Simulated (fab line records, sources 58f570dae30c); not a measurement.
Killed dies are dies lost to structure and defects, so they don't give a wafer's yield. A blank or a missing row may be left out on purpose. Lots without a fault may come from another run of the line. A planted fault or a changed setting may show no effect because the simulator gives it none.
Problem report in the 8D (eight disciplines) form, filled by code | flow berkeley_cmos170 | the parts of the form that need people (team, actions taken, sign-off) are left out

1. THE PROBLEM
spin_speed_rpm at UCB170_M1_COAT_04 reads a mean of 1434.2 rpm on 6 wafers of 2 lots; wafers without a fault read 1500.0 rpm with a standard deviation of 1. That is -66 standard deviations from the usual mean.
The step: resist thk 900 nm.
First seen on wafer L609.1, day 10 21:00, on litho_track-02. The record holds 42 wafers of 14 lots with a number at this step. Rule for "out", or "out of limits": more than 4 standard deviations from the usual mean. The other wafers with a number count as sound.

2. WHAT IT IS AND WHAT IT IS NOT
question                    | is                     | is not
which readings at this step | spin_speed_rpm         | -
which lots                  | L609, L614             | L596, L599, L600, L601, L602, L603, L604, L610, L615, L616, L617, L618
which wafers of those lots  | all that have a number | -
read on which tools         | litho_track-02         | litho_track-01, litho_track-03
when                        | from day 10 21:00      | up to then (24 sound wafers); but 12 sound wafers of L615, L616, L617, L618 came after

3. SUSPECTS, AND WHAT RULES EACH OUT
Counting: a tool at a process step up to the reading stays a suspect if it ran every lot that is out and no sound lot after the first of them.
- litho_track-02 at UCB170_M1_COAT_04 (resist thk 900 nm): kept. It ran every lot that is out, first L609 (day 10 21:00), and no sound lot after that; its last sound lot up to then is L610 (day 10 13:00). Its own readings are out on those wafers: spin_speed_rpm.
Left after counting: litho_track-02 at UCB170_M1_COAT_04.

4. THE CAUSE (what the simulator had put in)
Process parameter drift: litho_track-02, from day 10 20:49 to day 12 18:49, at UCB170_M1_COAT_04. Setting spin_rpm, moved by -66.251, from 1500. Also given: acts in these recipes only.
Counting left only this tool.

5. THE CHAIN OF EFFECTS, in route order
Each row: a reading whose mean over the struck wafers that have a number lies more than 3 standard deviations from the usual. Only readings for which the record gives a usual standard deviation are gone through. hours: the time from each lot's start at the first step in this table that gives one to its start at this step, as a median over the lots. sigmas: the change in usual standard deviations.
hours | step              | reading        | usual      | on struck wafers | change | sigmas
0     | UCB170_M1_COAT_04 | spin_speed_rpm | 1500.0 rpm | 1434.2           | -65.8  | -66
The process steps in it:
- UCB170_M1_COAT_04: resist thk 900 nm.
Later measuring or inspecting steps at which every struck wafer that the step has a row for has a number for every such reading, and none has moved that far: UCB170_M1_OVL_MEAS_10.

6. WHAT WOULD HAVE CAUGHT IT SOONER
In this record the first reading out of limits was taken at day 10 21:00, 0 hours after the fault began at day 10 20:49.
